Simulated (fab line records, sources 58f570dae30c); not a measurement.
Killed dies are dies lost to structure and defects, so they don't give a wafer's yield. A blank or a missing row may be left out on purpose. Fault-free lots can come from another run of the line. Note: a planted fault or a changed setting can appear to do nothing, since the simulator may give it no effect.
fab line records | flow berkeley-cmos170
record lots=5 wafers=15 last-day=13
route steps=331 shown CONTACT@216 M1@238
lots untouched by any fault: they come from a run of this same line in which no faults occurred
start-h: hours from the record's opening day to when the first of the lot's shown wafers began | wait-h: time in hours since the lot's previous step | " as in the row above | L1.1+2: several wafers, shown together as one row | - no value, or no start was given | * or withheld: withheld | < > ~ a bound
route shown NAME@n: NAME is a module with steps in the file, n the number in the route of the first one | usual: mean/standard deviation taken from wafers without a fault | same: alike in all rows | chamber/n: place in a boat | sites: per-site readings | _std_site: the standard deviation of these | _edge_site: inner sites' mean taken away from outer sites' mean | radius-mm: for every site, how far away it sits from the centre of the wafer | mask NAME#n: copy n | behind: the last tool/chamber to shape the wafer | hold: reason for holding the lot/hours on hold/outcome of the hold | device: transistor that didn't switch, given as n, p or np | end of line: the same wafers' tests at the end of the route | a step without rows: its recipe alone | killed: the dies lost at the first sort to structure and to defects; this is not the yield of the wafer | map: a wafer's dies, x killed, . not, _ none there
set.NAME: the setting that was run; set.NAME@STEP: the one run at that earlier step | model.NAME: the simulator's own value behind a step, which no gauge read
a table for each step, a row for each wafer; lots at some steps of the route
services: when a tool's chamber went out of use (start-h, in hours from the record's first day, below 0 if earlier), for how many hours, and the reason
## steps
# step UCB170_CONTACT_CLEAN_00
# recipe chemistry=SPM temp-c=120 time-s=600
# columns lot.wafer tool chamber start-h wait-h
L077.1+4+6 wet-bench-03 1 175.56 0.0
L082.1+3+6 wet-bench-04 0 206.25 0.0
L087.3+4+5 wet-bench-02 0 235.47 0.0
L094.3+4+5 wet-bench-04 2 271.66 0.0
L095.2+4+5 wet-bench-02 1 283.77 0.0
# step UCB170_CONTACT_CVD_01
# recipe material=PSG target-thk-nm=700 temp-c=450 precursor=SiH4/O2/PH3 time-s=2820 pressure-mtorr=300 sih4-flow-sccm=60 o2-flow-sccm=90 ph3-flow-sccm=25
# columns lot.wafer tool chamber start-h wait-h
L077.1+4+6 lpcvd-01 1 175.77 0.0
L082.1+3+6 lpcvd-02 0 206.42 0.0
L087.3+4+5 lpcvd-02 1 236.49 0.8
L094.3+4+5 lpcvd-02 1 273.35 1.5
L095.2+4+5 lpcvd-02 1 283.96 0.0
# step UCB170_CONTACT_THK_MEAS_02
# recipe reads=PSG_of_CONTACT_CVD_01
# usual CONTACT_PSG_THK=700/5.6
# columns lot.wafer tool chamber start-h wait-h CONTACT_PSG_THK[nm]
L077.1 film-metro-02 - 177.55 0.0 696
L077.4 " - " " 695
L077.6 " - " " 693
L082.1 film-metro-01 - 208.21 0.0 700
L082.3 " - " " 700
L082.6 " - " " 703
L087.3 film-metro-04 - 239.25 0.1 699
L087.4 " - " " 694
L087.5 " - " " 695
L094.3 film-metro-04 - 275.16 0.0 707
L094.4 " - " " 704
L094.5 " - " " 712
L095.2 film-metro-04 - 285.75 0.0 701
L095.4 " - " " 702
L095.5 " - " " 702
# step UCB170_CONTACT_HMDS_03
# recipe prime-time-s=60 prime-temp-c=100
# usual exhaust-pa=45.0/0.9
# columns lot.wafer tool chamber start-h wait-h exhaust-pa
L077.1 litho-track-04 0 177.61 0.1 44.6
L077.4 " 0 " " 44.0
L077.6 " 0 " " 44.5
L082.1 litho-track-03 0 208.27 0.1 45.4
L082.3 " 0 " " 44.9
L082.6 " 0 " " 44.7
L087.3 litho-track-04 0 239.73 0.5 45.0
L087.4 " 0 " " 46.9
L087.5 " 0 " " 46.2
L094.3 litho-track-03 0 275.25 0.1 42.8
L094.4 " 0 " " 43.7
L094.5 " 0 " " 44.8
L095.2 litho-track-03 0 285.97 0.2 44.8
L095.4 " 0 " " 45.0
L095.5 " 0 " " 45.1
# step UCB170_CONTACT_COAT_04
# recipe resist=KrF spin-rpm=1500 resist-thk-nm=900
# usual exhaust-pa=44.9/0.92
# columns lot.wafer tool chamber start-h wait-h exhaust-pa
L077.1 litho-track-04 0 177.76 0.1 46.6
L077.4 " 0 " " 45.1
L077.6 " 0 " " 46.4
L082.1 litho-track-03 0 208.42 0.1 43.4
L082.3 " 0 " " 44.2
L082.6 " 0 " " 44.3
L087.3 litho-track-04 0 239.88 0.1 44.7
L087.4 " 0 " " 42.8
L087.5 " 0 " " 44.6
L094.3 litho-track-03 0 275.40 0.1 43.9
L094.4 " 0 " " 45.0
L094.5 " 0 " " 44.9
L095.2 litho-track-03 0 286.12 0.1 45.2
L095.4 " 0 " " 44.0
L095.5 " 0 " " 44.9
# step UCB170_CONTACT_SOFTBAKE_05
# recipe resist=KrF temp-c=130 time-s=60
# usual exhaust-pa=44.9/0.86
# columns lot.wafer tool chamber start-h wait-h exhaust-pa
L077.1 litho-track-04 0 177.91 0.1 45.3
L077.4 " 0 " " 44.0
L077.6 " 0 " " 45.3
L082.1 litho-track-03 0 208.57 0.1 44.7
L082.3 " 0 " " 44.4
L082.6 " 0 " " 45.4
L087.3 litho-track-04 0 240.03 0.1 45.8
L087.4 " 0 " " 46.7
L087.5 " 0 " " 46.1
L094.3 litho-track-03 0 275.55 0.1 44.9
L094.4 " 0 " " 44.9
L094.5 " 0 " " 44.9
L095.2 litho-track-03 0 286.27 0.1 45.1
L095.4 " 0 " " 44.6
L095.5 " 0 " " 44.2
# step UCB170_CONTACT_STRIP_06
# recipe chemistry=O2 power-w=400 pressure-mtorr=3500 platen-temp-c=withheld o2-flow-sccm=400 overash-fraction=0.5
# usual chamber-pressure-mTorr=3500/3 drypump-motor-current-A=5.7/0.44 oes-product-au=0.735/0.0046 strip-time-to-endpoint-s=22.01/0.05
# columns lot.wafer tool chamber start-h wait-h chamber-pressure-mTorr drypump-motor-current-A oes-product-au rf-hours-counter-h strip-time-to-endpoint-s
L077.1 plasma-asher-01 0 178.06 0.1 3505 5.9 0.737 8 21.96
L077.4 " 0 " " 3494 5.9 0.738 - 21.97
L077.6 " 0 " " 3501 6.0 0.739 - 22.02
L082.1 plasma-asher-04 1 208.72 0.1 3505 6.2 0.730 49 22.06
L082.3 " 1 " " 3502 6.2 0.735 - 21.99
L082.6 " 1 " " 3499 6.2 0.725 - 22.09
L087.3 plasma-asher-02 0 240.16 0.1 3501 5.9 0.733 - 21.98
L087.4 " 1 " " 3500 4.9 0.735 - 21.99
L087.5 " 0 " " 3501 5.9 0.731 - 21.98
L094.3 plasma-asher-02 0 275.68 0.1 3499 5.8 0.740 - 22.00
L094.4 " 1 " " 3500 4.8 0.731 - 22.00
L094.5 " 0 " " 3496 5.8 0.736 - 21.98
L095.2 plasma-asher-04 0 286.40 0.1 3494 5.7 0.741 56 21.98
L095.4 " 0 " " 3501 5.7 0.739 - 22.06
L095.5 " 1 " " 3501 6.2 0.735 - 22.00
# step UCB170_CONTACT_CLEAN_07
# recipe chemistry=SPM temp-c=120 time-s=600
# columns lot.wafer tool chamber start-h wait-h
L077.1+4+6 wet-bench-03 3 181.18 3.1
L082.1+3+6 wet-bench-02 2 208.82 0.1
L087.3+4+5 wet-bench-02 0 240.23 0.0
L094.3+4+5 wet-bench-04 3 275.83 0.1
L095.2+4+5 wet-bench-02 2 286.62 0.2
# step UCB170_CONTACT_RTA_08
# recipe temp-c=900 time-s=10 ambient=N2
# usual lamp-power-pct=23.838/0.026 wafer_temp_C_max=904.6/1.7
# columns lot.wafer tool chamber start-h wait-h lamp-power-pct wafer_temp_C_max
L077.1 rtp-anneal-02 0 181.37 0.0 23.853 906.0
L077.4 " 0 " " 23.810 907.4
L077.6 " 0 " " 23.863 906.8
L082.1 rtp-anneal-01 0 208.99 0.0 23.854 904.0
L082.3 " 0 " " 23.790 903.3
L082.6 " 0 " " 23.856 902.9
L087.3 rtp-anneal-01 0 240.42 0.0 23.850 903.9
L087.4 " 0 " " 23.819 903.1
L087.5 " 0 " " 23.877 904.0
L094.3 rtp-anneal-02 0 276.05 0.0 23.879 905.2
L094.4 " 0 " " 23.815 906.1
L094.5 " 0 " " 23.847 904.9
L095.2 rtp-anneal-01 0 286.82 0.0 23.820 904.7
L095.4 " 0 " " 23.799 902.9
L095.5 " 0 " " 23.814 904.0
# step UCB170_CONTACT_COAT_09
# recipe resist=BARC temp-c=withheld time-s=withheld spin-rpm=3000 resist-thk-nm=withheld
# usual exhaust-pa=45.0/0.78
# columns lot.wafer tool chamber start-h wait-h exhaust-pa
L077.1 litho-track-01 0 181.44 0.1 45.5
L077.4 " 0 " " 43.0
L077.6 " 0 " " 42.9
L082.1 litho-track-04 0 209.06 0.1 43.6
L082.3 " 0 " " 45.1
L082.6 " 0 " " 44.3
L087.3 litho-track-04 0 240.63 0.2 44.0
L087.4 " 0 " " 44.5
L087.5 " 0 " " 44.3
L094.3 litho-track-03 0 276.42 0.3 45.6
L094.4 " 0 " " 45.3
L094.5 " 0 " " 45.3
L095.2 litho-track-03 0 286.91 0.1 44.0
L095.4 " 0 " " 44.9
L095.5 " 0 " " 44.4
# step UCB170_CONTACT_COAT_10
# recipe resist=KrF spin-rpm=1500 resist-thk-nm=900
# usual exhaust-pa=45.3/0.9
# columns lot.wafer tool chamber start-h wait-h exhaust-pa
L077.1 litho-track-01 0 - - 45.4
L077.4 " 0 " " 45.1
L077.6 " 0 " " 45.5
L082.1 litho-track-04 0 - - 45.7
L082.3 " 0 " " 44.1
L082.6 " 0 " " 44.3
L087.3 litho-track-04 0 - - 44.7
L087.4 " 0 " " 45.8
L087.5 " 0 " " 43.6
L094.3 litho-track-03 0 - - 46.1
L094.4 " 0 " " 45.0
L094.5 " 0 " " 46.0
L095.2 litho-track-03 0 - - 44.0
L095.4 " 0 " " 43.5
L095.5 " 0 " " 44.6
# step UCB170_CONTACT_SOFTBAKE_11
# recipe resist=KrF temp-c=130 time-s=60
# usual exhaust-pa=44.7/0.92
# columns lot.wafer tool chamber start-h wait-h exhaust-pa
L077.1 litho-track-01 0 - - 44.6
L077.4 " 0 " " 45.7
L077.6 " 0 " " 44.6
L082.1 litho-track-04 0 - - 45.1
L082.3 " 0 " " 46.1
L082.6 " 0 " " 44.5
L087.3 litho-track-04 0 - - 44.5
L087.4 " 0 " " 45.3
L087.5 " 0 " " 43.9
L094.3 litho-track-03 0 - - 44.3
L094.4 " 0 " " 43.9
L094.5 " 0 " " 44.1
L095.2 litho-track-03 0 - - 46.7
L095.4 " 0 " " 45.0
L095.5 " 0 " " 45.5
# step UCB170_CONTACT_EXPOSE_12
# recipe mask-id=CONT target-cd-nm=700 na=0.5 sigma-outer=0.6 source-shape=conventional dose-mj=35
# same na=0.5
# columns lot.wafer tool chamber start-h wait-h mask
L077.1+4+6 krf-scanner-01 0 182.01 - CONT#0
L082.1+3+6 krf-scanner-01 0 209.63 - CONT#0
L087.3+4+5 krf-scanner-01 0 241.19 - CONT#0
L094.3+4+5 krf-scanner-02 0 276.86 - CONT#0
L095.2+4+5 krf-scanner-01 0 287.47 - CONT#0
# step UCB170_CONTACT_PEB_13
# recipe peb-temp-c=130 peb-time-s=withheld resist=KrF
# usual exhaust-pa=45.0/0.87
# columns lot.wafer tool chamber start-h wait-h exhaust-pa
L077.1 litho-track-01 0 182.13 0.1 45.9
L077.4 " 0 " " 44.7
L077.6 " 0 " " 44.9
L082.1 litho-track-01 0 209.75 0.1 45.4
L082.3 " 0 " " 46.4
L082.6 " 0 " " 44.8
L087.3 litho-track-03 0 241.34 0.1 45.0
L087.4 " 0 " " 44.1
L087.5 " 0 " " 44.5
L094.3 litho-track-01 0 276.99 0.1 45.8
L094.4 " 0 " " 46.3
L094.5 " 0 " " 46.6
L095.2 litho-track-04 0 288.00 0.5 44.9
L095.4 " 0 " " 44.9
L095.5 " 0 " " 45.8
# step UCB170_CONTACT_DEVELOP_14
# recipe developer=TMAH develop-time-s=45 resist=KrF dev-temp-c=21
# usual exhaust-pa=45.1/0.9
# columns lot.wafer tool chamber start-h wait-h exhaust-pa
L077.1 litho-track-01 0 - - 44.0
L077.4 " 0 " " 44.4
L077.6 " 0 " " 44.4
L082.1 litho-track-01 0 - - 46.6
L082.3 " 0 " " 45.2
L082.6 " 0 " " 45.9
L087.3 litho-track-03 0 - - 46.1
L087.4 " 0 " " 45.5
L087.5 " 0 " " 45.5
L094.3 litho-track-01 0 - - 45.1
L094.4 " 0 " " 45.7
L094.5 " 0 " " 45.0
L095.2 litho-track-04 0 - - 45.6
L095.4 " 0 " " 45.9
L095.5 " 0 " " 46.1
# step UCB170_CONTACT_CD_MEAS_15
# recipe target-cd-nm=700
# usual cd-nm=700.6/1.2
# columns lot.wafer tool chamber start-h wait-h cd-nm
L077.1 cd-sem-01 - 182.41 - 699.1
L077.4 " - " " 697.7
L077.6 " - " " 698.8
L082.1 cd-sem-02 - 210.03 - 701.8
L082.3 " - " " 702.8
L082.6 " - " " 701.5
L087.3 cd-sem-01 - 241.61 - 700.4
L087.4 " - " " 700.8
L087.5 " - " " 701.0
L094.3 cd-sem-01 - 277.32 - 702.1
L094.4 " - " " 701.3
L094.5 " - " " 702.1
L095.2 cd-sem-01 - 288.27 - 700.0
L095.4 " - " " 701.1
L095.5 " - " " 699.9
# step UCB170_CONTACT_OVL_MEAS_16
# usual CONTACT_OVL=3/5.4
# columns lot.wafer tool chamber start-h wait-h CONTACT_OVL[nm]
L077.1 overlay-01 - 182.53 0.1 2
L077.4 " - " " 11
L077.6 " - " " 3
L082.1 overlay-02 - 210.15 0.1 5
L082.3 " - " " -1
L082.6 " - " " 0
L087.3 overlay-01 - 241.70 0.1 -9
L087.4 " - " " 3
L087.5 " - " " -1
L094.3 overlay-02 - 277.41 0.1 9
L094.4 " - " " 2
L094.5 " - " " 0
L095.2 overlay-01 - 288.37 0.1 -4
L095.4 " - " " 4
L095.5 " - " " -2
# step UCB170_CONTACT_ETCH_17
# recipe chemistry=N2/H2 target-depth-a=withheld overetch-a=withheld target=BARC time-s=withheld source-w=500 bias-w=100 pressure-mtorr=30 n2-flow-sccm=100 h2-flow-sccm=200
# usual chamber-pressure-mTorr=29.999/0.027 drypump-motor-current-A=5.5/0.42 n2-flow-sccm=100.0/0.35 oes-product-au=1.009/0.027 rf-fwd-power-W=494.6/2.5 throttle-valve-pct=13.35/0.22
# columns lot.wafer tool chamber start-h wait-h chamber-pressure-mTorr drypump-motor-current-A n2-flow-sccm oes-product-au rf-fwd-power-W throttle-valve-pct
L077.1 rie-diel-04 3 182.56 0.0 30.005 5.8 99.9 0.984 497.0 13.78
L077.4 " 2 " " 29.991 5.9 99.7 1.036 494.2 13.14
L077.6 " 3 " " 30.007 5.8 99.7 0.974 494.7 13.78
L082.1 rie-diel-02 0 210.18 0.0 30.006 5.2 99.6 1.021 492.9 13.38
L082.3 " 1 " " 30.053 6.1 99.5 0.990 496.5 13.40
L082.6 " 1 " " 29.997 6.0 100.0 0.986 497.2 13.42
L087.3 rie-diel-03 2 241.72 0.0 30.002 5.5 99.4 1.035 493.6 13.07
L087.4 " 3 " " 29.998 5.6 100.4 1.046 497.0 13.05
L087.5 " 0 " " 29.998 5.0 100.5 0.968 495.3 13.32
L094.3 rie-diel-03 0 277.46 0.0 29.999 5.0 100.5 0.958 496.2 13.31
L094.4 " 1 " " 30.029 5.6 100.0 1.028 496.5 13.17
L094.5 " 0 " " 29.990 5.0 100.3 0.969 495.4 13.32
L095.2 rie-diel-04 2 288.40 0.0 30.015 5.9 100.6 1.036 494.2 13.16
L095.4 " 1 " " 30.035 5.5 100.0 0.989 493.1 13.56
L095.5 " 3 " " 29.990 5.8 99.8 0.986 494.9 13.77
# step UCB170_CONTACT_ETCH_18
# recipe chemistry=CHF3/CF4/Ar target=PSG stop-on=TiSi2 CHF3_flow_sccm=45 cf4-flow-sccm=15 Ar_flow_sccm=150 pressure-mtorr=200 rf-w=700 target-depth-a=8400 over-etch-frac=0.2 time-s=195
# usual chamber-pressure-mTorr=200.02/0.2 drypump-motor-current-A=5.5/0.43 oes-product-au=0.900/0.016 rf-fwd-power-W=697.5/2.1 throttle-valve-pct=6.94/0.15
# columns lot.wafer tool chamber start-h wait-h chamber-pressure-mTorr drypump-motor-current-A oes-product-au rf-fwd-power-W rf-hours-counter-h throttle-valve-pct
L077.1 rie-diel-04 3 - - 199.93 5.8 0.908 702.5 117 7.15
L077.4 " 2 " " 199.88 5.9 0.914 698.4 - 6.76
L077.6 " 3 " " 199.58 5.8 0.895 697.5 - 7.12
L082.1 rie-diel-02 0 - - 199.91 5.2 0.908 699.4 141 7.01
L082.3 " 1 " " 200.15 6.1 0.911 699.1 113 7.00
L082.6 " 1 " " 199.79 6.1 0.917 699.7 - 7.02
L087.3 rie-diel-03 2 - - 200.18 5.5 0.907 696.5 133 6.76
L087.4 " 3 " " 199.99 5.6 0.911 700.2 78 6.74
L087.5 " 0 " " 200.15 5.0 0.878 697.3 - 7.07
L094.3 rie-diel-03 0 - - 199.98 5.0 0.894 697.8 - 7.08
L094.4 " 1 " " 200.11 5.6 0.913 695.2 - 6.88
L094.5 " 0 " " 199.91 5.0 0.891 699.7 - 7.07
L095.2 rie-diel-04 2 - - 200.10 5.9 0.921 696.5 24 6.77
L095.4 " 1 " " 199.71 5.5 0.884 697.9 3 7.01
L095.5 " 3 " " 199.89 5.8 0.913 697.9 - 7.12
# step UCB170_CONTACT_STRIP_19
# recipe chemistry=O2 power-w=400 pressure-mtorr=3500 platen-temp-c=withheld o2-flow-sccm=400 overash-fraction=0.5
# usual chamber-pressure-mTorr=3500/3.1 drypump-motor-current-A=5.8/0.41 oes-product-au=0.726/0.0044
# columns lot.wafer tool chamber start-h wait-h chamber-pressure-mTorr drypump-motor-current-A oes-product-au rf-hours-counter-h
L077.1 plasma-asher-02 1 182.81 - 3501 4.8 0.724 43
L077.4 " 1 " " 3497 4.9 0.723 -
L077.6 " 1 " " 3498 4.9 0.729 -
L082.1 plasma-asher-02 1 210.35 - 3501 4.9 0.716 45
L082.3 " 0 " " 3504 5.9 0.725 -
L082.6 " 0 " " 3505 5.8 0.729 -
L087.3 plasma-asher-01 1 241.92 - 3499 5.9 0.732 -
L087.4 " 0 " " 3498 6.0 0.726 -
L087.5 " 1 " " 3498 5.9 0.723 -
L094.3 plasma-asher-02 1 277.72 - 3503 4.8 0.723 -
L094.4 " 0 " " 3503 5.9 0.719 -
L094.5 " 0 " " 3499 5.9 0.721 -
L095.2 plasma-asher-01 0 288.57 - 3498 6.0 0.731 19
L095.4 " 0 " " 3498 6.0 0.726 -
L095.5 " 1 " " 3498 5.9 0.725 -
# step UCB170_CONTACT_CD_MEAS_90
# recipe target-cd-nm=700
# usual cd-nm=700.6/1.6
# columns lot.wafer tool chamber start-h wait-h cd-nm
L077.1 cd-sem-02 - 182.91 0.1 698.1
L077.4 " - " " 699.1
L077.6 " - " " 697.8
L082.1 cd-sem-01 - 210.45 0.1 703.3
L082.3 " - " " 702.2
L082.6 " - " " 700.9
L087.3 cd-sem-01 - 242.03 0.1 700.4
L087.4 " - " " 702.0
L087.5 " - " " 701.0
L094.3 cd-sem-02 - 277.83 0.1 700.4
L094.4 " - " " 701.5
L094.5 " - " " 701.5
L095.2 cd-sem-01 - 288.69 0.1 701.1
L095.4 " - " " 701.5
L095.5 " - " " 698.9
# step UCB170_CONTACT_CLEAN_20
# recipe chemistry=SPM temp-c=120 time-s=600
# columns lot.wafer tool chamber start-h wait-h
L077.1+4+6 wet-bench-03 0 183.03 0.1
L082.1+3+6 wet-bench-04 0 210.57 0.1
L087.3+4+5 wet-bench-04 2 242.11 0.1
L094.3+4+5 wet-bench-02 1 277.91 0.1
L095.2+4+5 wet-bench-02 1 288.79 0.1
# step UCB170_M1_SPUTTER_00
# recipe material=Al target-thk-nm=600 time-s=80 power-w=6000 chamber-pressure-pa=0.5
# usual throttle-valve-pct=30.1/1
# columns lot.wafer tool chamber start-h wait-h throttle-valve-pct
L077.1 pvd-sputter-01 - 183.22 0.0 30.5
L077.4 " - " " 30.1
L077.6 " - " " 29.4
L082.1 pvd-sputter-01 - 210.74 0.0 30.6
L082.3 " - " " 29.4
L082.6 " - " " 29.4
L087.3 pvd-sputter-04 - 242.29 0.0 30.8
L087.4 " - " " 31.1
L087.5 " - " " 29.5
L094.3 pvd-sputter-03 - 278.11 0.0 30.7
L094.4 " - " " 28.7
L094.5 " - " " 30.8
L095.2 pvd-sputter-04 - 288.98 0.0 29.8
L095.4 " - " " 31.0
L095.5 " - " " 29.7
# step UCB170_M1_RS_MEAS_01
# recipe thk-meas-gauge=four-point-probe reads=Al_of_M1_SPUTTER_00
# usual M1_AL_RS=0.0484/0.00055
# columns lot.wafer tool chamber start-h wait-h M1_AL_RS[ohm/sq]
L077.1 film-metro-02 - 183.28 0.0 0.0489
L077.4 " - " " 0.0474
L077.6 " - " " 0.0485
L082.1 film-metro-02 - 210.81 0.0 0.0486
L082.3 " - " " 0.0485
L082.6 " - " " 0.0483
L087.3 film-metro-01 - 242.39 0.1 0.0479
L087.4 " - " " 0.0480
L087.5 " - " " 0.0489
L094.3 film-metro-01 - 278.21 0.1 0.0489
L094.4 " - " " 0.0490
L094.5 " - " " 0.0490
L095.2 film-metro-03 - 289.06 0.1 0.0482
L095.4 " - " " 0.0475
L095.5 " - " " 0.0480
# step UCB170_M1_THK_MEAS_02
# recipe thk-meas-gauge=xrf reads=Al_of_M1_SPUTTER_00
# usual M1_AL_THK=592/7.8
# columns lot.wafer tool chamber start-h wait-h M1_AL_THK[nm]
L077.1 film-metro-02 - 183.40 0.1 594
L077.4 " - " " 608
L077.6 " - " " 595
L082.1 film-metro-02 - 210.93 0.1 592
L082.3 " - " " 595
L082.6 " - " " 598
L087.3 film-metro-01 - 242.49 0.1 594
L087.4 " - " " 593
L087.5 " - " " 588
L094.3 film-metro-01 - 278.31 0.1 584
L094.4 " - " " 581
L094.5 " - " " 582
L095.2 film-metro-03 - 289.17 0.1 589
L095.4 " - " " 599
L095.5 " - " " 588
# step UCB170_M1_COAT_03
# recipe resist=BARC temp-c=withheld time-s=withheld spin-rpm=3000 resist-thk-nm=withheld
# usual exhaust-pa=45.0/0.86
# columns lot.wafer tool chamber start-h wait-h exhaust-pa
L077.1 litho-track-03 0 183.46 0.1 44.6
L077.4 " 0 " " 45.6
L077.6 " 0 " " 45.3
L082.1 litho-track-02 0 210.99 0.1 44.7
L082.3 " 0 " " 44.4
L082.6 " 0 " " 44.3
L087.3 litho-track-04 0 242.87 0.4 44.2
L087.4 " 0 " " 43.7
L087.5 " 0 " " 43.9
L094.3 litho-track-02 0 278.54 0.2 44.5
L094.4 " 0 " " 43.3
L094.5 " 0 " " 44.3
L095.2 litho-track-03 0 289.98 0.8 44.7
L095.4 " 0 " " 43.6
L095.5 " 0 " " 43.4
# step UCB170_M1_COAT_04
# recipe resist=KrF spin-rpm=1500 resist-thk-nm=900
# usual exhaust-pa=44.9/0.84
# columns lot.wafer tool chamber start-h wait-h exhaust-pa
L077.1 litho-track-03 0 - - 45.3
L077.4 " 0 " " 45.3
L077.6 " 0 " " 44.2
L082.1 litho-track-02 0 - - 44.7
L082.3 " 0 " " 44.6
L082.6 " 0 " " 45.3
L087.3 litho-track-04 0 - - 44.4
L087.4 " 0 " " 44.1
L087.5 " 0 " " 45.0
L094.3 litho-track-02 0 - - 44.3
L094.4 " 0 " " 43.9
L094.5 " 0 " " 44.8
L095.2 litho-track-03 0 - - 44.9
L095.4 " 0 " " 45.0
L095.5 " 0 " " 44.3
# step UCB170_M1_SOFTBAKE_05
# recipe resist=KrF temp-c=130 time-s=60
# usual exhaust-pa=44.9/0.98
# columns lot.wafer tool chamber start-h wait-h exhaust-pa
L077.1 litho-track-03 0 - - 44.1
L077.4 " 0 " " 45.6
L077.6 " 0 " " 45.9
L082.1 litho-track-02 0 - - 44.6
L082.3 " 0 " " 43.4
L082.6 " 0 " " 43.4
L087.3 litho-track-04 0 - - 45.1
L087.4 " 0 " " 44.5
L087.5 " 0 " " 43.4
L094.3 litho-track-02 0 - - 43.1
L094.4 " 0 " " 43.2
L094.5 " 0 " " 45.3
L095.2 litho-track-03 0 - - 45.6
L095.4 " 0 " " 44.4
L095.5 " 0 " " 46.1
# step UCB170_M1_EXPOSE_06
# recipe mask-id=METAL1 target-cd-nm=700 na=0.5 sigma-outer=0.6 source-shape=conventional dose-mj=21
# same na=0.5
# columns lot.wafer tool chamber start-h wait-h mask
L077.1+4+6 krf-scanner-01 0 184.04 - METAL1#0
L082.1+3+6 krf-scanner-01 0 211.44 - METAL1#0
L087.3+4+5 krf-scanner-02 0 243.31 - METAL1#0
L094.3+4+5 krf-scanner-02 0 278.98 - METAL1#0
L095.2+4+5 krf-scanner-02 0 290.42 - METAL1#0
# step UCB170_M1_PEB_07
# recipe peb-temp-c=130 peb-time-s=withheld resist=KrF
# usual exhaust-pa=45.2/0.78
# columns lot.wafer tool chamber start-h wait-h exhaust-pa
L077.1 litho-track-04 0 184.59 0.5 44.9
L077.4 " 0 " " 43.2
L077.6 " 0 " " 44.8
L082.1 litho-track-03 0 211.55 0.1 45.1
L082.3 " 0 " " 45.3
L082.6 " 0 " " 45.3
L087.3 litho-track-03 0 243.44 0.1 44.3
L087.4 " 0 " " 45.0
L087.5 " 0 " " 44.1
L094.3 litho-track-04 0 279.11 0.1 44.5
L094.4 " 0 " " 44.5
L094.5 " 0 " " 45.4
L095.2 litho-track-03 0 290.88 0.4 44.0
L095.4 " 0 " " 44.6
L095.5 " 0 " " 45.4
# step UCB170_M1_DEVELOP_08
# recipe developer=TMAH develop-time-s=45 resist=KrF dev-temp-c=21
# usual exhaust-pa=44.8/0.92
# columns lot.wafer tool chamber start-h wait-h exhaust-pa
L077.1 litho-track-04 0 - - 44.5
L077.4 " 0 " " 43.8
L077.6 " 0 " " 44.5
L082.1 litho-track-03 0 - - 45.2
L082.3 " 0 " " 45.0
L082.6 " 0 " " 46.2
L087.3 litho-track-03 0 - - 45.5
L087.4 " 0 " " 46.1
L087.5 " 0 " " 46.4
L094.3 litho-track-04 0 - - 43.8
L094.4 " 0 " " 43.5
L094.5 " 0 " " 44.8
L095.2 litho-track-03 0 - - 44.0
L095.4 " 0 " " 45.2
L095.5 " 0 " " 45.9
# step UCB170_M1_CD_MEAS_09
# recipe target-cd-nm=700
# usual cd-nm=699.7/1.5
# columns lot.wafer tool chamber start-h wait-h cd-nm
L077.1 cd-sem-01 - 184.86 - 699.9
L077.4 " - " " 701.0
L077.6 " - " " 700.4
L082.1 cd-sem-02 - 211.83 - 699.2
L082.3 " - " " 698.8
L082.6 " - " " 700.5
L087.3 cd-sem-01 - 243.70 - 701.7
L087.4 " - " " 702.0
L087.5 " - " " 701.3
L094.3 cd-sem-02 - 279.37 - 701.6
L094.4 " - " " 701.8
L094.5 " - " " 702.3
L095.2 cd-sem-02 - 291.15 - 702.3
L095.4 " - " " 702.2
L095.5 " - " " 702.8
# step UCB170_M1_OVL_MEAS_10
# usual M1_OVL=-1/4.9
# columns lot.wafer tool chamber start-h wait-h M1_OVL[nm]
L077.1 overlay-02 - 184.98 0.1 -6
L077.4 " - " " -2
L077.6 " - " " -5
L082.1 overlay-02 - 211.95 0.1 6
L082.3 " - " " -8
L082.6 " - " " 2
L087.3 overlay-01 - 243.79 0.1 6
L087.4 " - " " -1
L087.5 " - " " 0
L094.3 overlay-01 - 279.46 0.1 4
L094.4 " - " " 12
L094.5 " - " " 4
L095.2 overlay-01 - 291.26 0.1 8
L095.4 " - " " 11
L095.5 " - " " -1
# step UCB170_M1_ETCH_11
# recipe chemistry=N2/H2 target-depth-a=withheld overetch-a=withheld target=BARC time-s=withheld source-w=500 bias-w=100 pressure-mtorr=30 n2-flow-sccm=100 h2-flow-sccm=200
# usual chamber-pressure-mTorr=30.001/0.026 drypump-motor-current-A=5.8/0.35 n2-flow-sccm=99.99/0.3 oes-product-au=1.003/0.028 rf-fwd-power-W=494.9/2.3 throttle-valve-pct=13.31/0.21
# columns lot.wafer tool chamber start-h wait-h chamber-pressure-mTorr drypump-motor-current-A n2-flow-sccm oes-product-au rf-fwd-power-W throttle-valve-pct
L077.1 rie-diel-01 3 185.02 0.0 30.001 5.8 100.18 1.019 491.2 13.48
L077.4 " 0 " " 30.007 6.0 100.17 0.981 497.3 13.51
L077.6 " 1 " " 29.986 6.3 99.85 1.025 494.2 13.14
L082.1 rie-diel-01 2 211.98 0.0 30.024 6.2 100.15 0.962 497.6 13.17
L082.3 " 1 " " 29.995 6.2 99.88 1.017 490.8 13.14
L082.6 " 2 " " 30.028 6.3 99.99 0.961 498.8 13.18
L087.3 rie-diel-04 2 243.82 0.0 29.986 5.9 100.03 1.053 493.7 13.14
L087.4 " 3 " " 29.998 5.8 100.16 0.998 497.7 13.76
L087.5 " 2 " " 29.979 5.9 100.30 1.048 495.8 13.16
L094.3 rie-diel-01 1 279.49 0.0 29.954 6.2 99.70 1.022 495.3 13.15
L094.4 " 2 " " 30.044 6.2 100.37 0.968 499.0 13.16
L094.5 " 3 " " 30.003 5.8 99.78 1.017 495.3 13.48
L095.2 rie-diel-04 2 291.29 0.0 30.016 5.9 99.50 1.039 495.7 13.14
L095.4 " 0 " " 30.019 5.7 99.69 0.960 493.1 13.61
L095.5 " 2 " " 30.029 5.9 99.78 1.044 497.9 13.16
## services
# columns tool chamber start-h hours kind
krf-scanner-01 - 155.46 1.0 pm
krf-scanner-01 - 161.42 1.5 repair
plasma-asher-04 - 165.26 7.5 repair
rie-diel-04 0 171.99 34.5 repair
plasma-asher-02 - 183.65 2.9 repair
krf-scanner-02 - 190.44 1.0 pm
krf-scanner-01 - 191.44 0.8 pm
krf-scanner-02 - 193.19 0.8 pm
rie-diel-03 1 195.41 6.4 repair
rie-diel-02 3 199.10 6.4 repair
plasma-asher-02 - 202.57 0.9 repair
rie-diel-02 3 208.87 11.3 repair
rie-diel-01 3 219.54 2.0 repair
plasma-asher-02 - 219.56 1.9 repair
rie-diel-04 3 219.85 9.1 repair
rie-diel-01 - 233.41 0.3 repair
plasma-asher-02 - 239.02 1.0 repair
krf-scanner-01 - 241.31 2.0 repair
wet-bench-03 - 242.32 3.8 repair
rie-diel-04 1 243.69 2.0 repair
krf-scanner-02 - 253.80 1.3 pm
krf-scanner-01 - 270.84 1.3 pm
rie-diel-03 3 271.65 7.4 repair
krf-scanner-01 - 275.52 4.8 repair
## key
fault none
